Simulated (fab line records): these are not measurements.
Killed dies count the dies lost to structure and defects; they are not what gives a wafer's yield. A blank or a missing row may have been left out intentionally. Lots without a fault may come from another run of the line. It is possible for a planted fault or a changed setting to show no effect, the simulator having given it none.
Comparing a struck lot with a sound one / flow berkeleyCmos170 / 42 steps out of a route of 331
Sound: the wafers L518.2, L518.3, L518.5. The struck wafers were L527.3, L527.5, L527.6. The cause is given at the end.
For every step that has rows: the tool of each side, followed by ch and its chambers, followed by its first start. Under that, the readings that differ: sound wafers / struck wafers / difference of the means / sigmas: that difference in standard deviations of wafers without a fault.
alike: same words and numbers on both sides, and readings whose means sit less than 2 such deviations apart. not compared: any withheld reading, any reading some wafer has no value for, any bound like >300 that may hide the same value, and any number with overlapping values for which the record gives no deviation.
Wherever a step has rows on one side only, a row that says differs or no value, or a row with sigmas, the two part there. Numbers that don't overlap but have no deviation are shown without sigmas and don't part them. A reading missing from all wafers of one side parts the sides only when that side holds two or more wafers.

first, 6 steps without rows for these wafers: UCB170_ZERO_HMDS_00 (prime time 60 s); UCB170_ZERO_COAT_01 (resist thk 900 nm); UCB170_ZERO_SOFTBAKE_02 (time 60 s); UCB170_ZERO_EXPOSE_03 (exposes mask PM MARKS, target cd 4000 nm); UCB170_ZERO_PEB_04; UCB170_ZERO_DEVELOP_05 (develop time 45 s).
UCB170_ZERO_ETCH_06: etches SiO2 in CHF3/CF4/Ar, time 12 s.
  sound on rieDiel-04 ch 1,2, day 3 08:10; struck on rieDiel-01 ch 0,1,3, day 5 04:35
reading=oesProductAu (a.u.); sound=0.628 0.617 0.623; struck=0.603 0.609 0.608; difference=-0.016; sigmas=-2
  alike: drypumpMotorCurrentA, throttleValvePct
  not compared: rfHoursCounterH
UCB170_ZERO_STRIP_07: strips in O2.
  sound on plasmaAsher-04 ch 0,1, day 3 08:11; struck on plasmaAsher-04 ch 0,1, day 5 04:38
  alike: drypumpMotorCurrentA, oesProductAu, stripTimeToEndpointS
  not compared: rfHoursCounterH
then, 2 steps without rows for these wafers: UCB170_NWELL_WET_ETCH_00 (etches SiO2 in dHF, time 200 s); UCB170_NWELL_OXIDATION_01 (target thk 26.4 nm, ox time 1260 s).
UCB170_NWELL_THK_MEAS_02:
  sound: filmMetro-01 at day 3 16:31; struck: filmMetro-01 at day 5 10:04
  alike: NWELL_OXIDE_THK
then, 1 step without rows for these wafers: UCB170_NWELL_ANNEAL_03 (time 900 s).
UCB170_NWELL_CVD_04: deposits Si3N4 from SiH2Cl2/NH3, target thk 224 nm, time 3360 s.
  sound on lpcvd-02 ch 0, day 3 22:13; struck on lpcvd-01 ch 0, day 5 15:01
reading=spikeTcCentreC (C); sound=800.9 802.7 802.2; struck=795.7 796.5 795.5; difference=-6.0; sigmas=-5
reading=spikeTcLoadC (C); sound=821.9 823.2 821.2; struck=812.6 813.7 813.4; difference=-8.9; sigmas=-4
reading=spikeTcSourceC (C); sound=822.0 819.5 822.0; struck=814.9 815.8 815.3; difference=-5.8; sigmas=-5
reading=susceptorTempC (C); sound=799.6 800.0 800.1; struck=792.7 793.7 793.0; difference=-6.8; sigmas=-18
reading=model.Si3N4_of_NWELL_CVD_04.thkNm (nm); sound=222.7 223.1 223.3; struck=197.5 197.8 196.5; difference=-25.8; sigmas=
UCB170_NWELL_THK_MEAS_05:
  sound: filmMetro-01 at day 4 01:07; struck: filmMetro-01 at day 5 17:11
reading=NWELL_NITRIDE_THK (nm); sound=222.7 223.1 223.2; struck=197.5 197.9 196.6; difference=-25.7; sigmas=-13
  not compared: hold
then, 5 steps without rows for these wafers: UCB170_NWELL_COAT_07 (resist thk 900 nm); UCB170_NWELL_SOFTBAKE_08 (time 60 s); UCB170_NWELL_EXPOSE_09 (exposes mask NWELL, target cd 3000 nm); UCB170_NWELL_PEB_10; UCB170_NWELL_DEVELOP_11 (develop time 45 s).
UCB170_NWELL_OVL_MEAS_12:
  sound: overlay-01 at day 4 03:20; struck: overlay-01 at day 5 23:13
  alike: NWELL_OVL
UCB170_NWELL_ETCH_13: etches Si3N4 in CH3F/Ar/O2, stops on SiO2, target depth 246.4 nm, time 154 s.
  sound on rieDiel-01 ch 1,2,3, day 4 03:22; struck on rieDiel-01 ch 0,3, day 5 23:14
reading=oesProductAu (a.u.); sound=0.942 0.913 0.921; struck=0.867 0.868 0.847; difference=-0.065; sigmas=-5
reading=model.etch.depthNm (nm); sound=222.7 223.1 223.3; struck=197.5 197.8 196.5; difference=-25.8; sigmas=
  alike: drypumpMotorCurrentA, throttleValvePct
  not compared: rfHoursCounterH
after that, 1 step had no rows for these wafers: UCB170_NWELL_IMPLANT_14.
UCB170_NWELL_STRIP_15: strips in O2.
  sound on plasmaAsher-02 ch 0,1, day 4 03:38; struck on plasmaAsher-04 ch 0,1, day 5 23:31
  alike: drypumpMotorCurrentA, oesProductAu, stripTimeToEndpointS
  not compared: rfHoursCounterH
UCB170_NWELL_TW_MEAS_16:
  sound: filmMetro-01 at day 4 03:44; struck: filmMetro-04 at day 5 23:50
  alike: NWELL_TW
  not compared: hold
then, 4 steps without rows for these wafers: UCB170_NWELL_WET_ETCH_18 (etches Si3N4 in H3PO4, time 14400 s); UCB170_NWELL_WET_ETCH_19 (etches SiO2 in BOE, time 22 s); UCB170_PWELL_CLEAN_00 (cleans in SPM, time 600 s); UCB170_PWELL_CLEAN_01 (cleans in dHF, time 60 s).
UCB170_PWELL_OXIDATION_02: target thk 26.4 nm, ox time 1260 s.
  sound on furnace-03 ch 0, day 4 12:46; struck on furnace-04 ch 0, day 6 06:59
reading=model.SiO2_of_PWELL_OXIDATION_02.thkNm (nm); sound=26.8 26.3 26.58; struck=26.11 25.98 26.14; difference=-0.48; sigmas=
  alike: spikeTcCentreC, spikeTcLoadC
UCB170_PWELL_THK_MEAS_03:
  sound: filmMetro-02 at day 4 14:07; struck: filmMetro-01 at day 6 08:22
  alike: PWELL_OXIDE_THK
then, 2 steps without rows for these wafers: UCB170_PWELL_ANNEAL_04 (time 900 s); UCB170_PWELL_CVD_05 (deposits Si3N4 from SiH2Cl2/NH3, target thk 220 nm, time 3300 s).
UCB170_PWELL_THK_MEAS_06:
  sound: filmMetro-01 at day 4 22:54; struck: filmMetro-01 at day 6 13:51
  alike: PWELL_NITRIDE_THK
then, 6 steps without rows for these wafers: UCB170_PWELL_HMDS_07 (prime time 60 s); UCB170_PWELL_COAT_08 (resist thk 900 nm); UCB170_PWELL_SOFTBAKE_09 (time 60 s); UCB170_PWELL_EXPOSE_10 (exposes mask PWELL, target cd 3000 nm); UCB170_PWELL_PEB_11; UCB170_PWELL_DEVELOP_12 (develop time 45 s).
UCB170_PWELL_OVL_MEAS_13:
  sound: overlay-01 at day 5 00:06; struck: overlay-02 at day 6 14:52
  alike: PWELL_OVL
UCB170_WELLDRIVE_OXIDATION_01: target thk 199 nm, ox time 9000 s.
  sound on furnace-04 ch 0, day 5 07:13; struck on furnace-03 ch 0, day 6 20:32
  alike: spikeTcCentreC, spikeTcLoadC
  not compared: model.SiO2_of_WELLDRIVE_OXIDATION_01.thkNm
-- the record jumps here: 4 days lie between the struck wafers' starts before and after (it left off in module WELLDRIVE and takes up again in module M3, whose first step shown is number 331 of the route) --
UCB170_M3_PROBE_99:
  the record has rows for the struck wafers here (prober-01, day 10 23:47) and none for the sound ones

WHERE THEY PART
Earliest at UCB170_ZERO_ETCH_06; latest, in this record, at UCB170_M3_PROBE_99.

WHY: what had been put in by the simulator
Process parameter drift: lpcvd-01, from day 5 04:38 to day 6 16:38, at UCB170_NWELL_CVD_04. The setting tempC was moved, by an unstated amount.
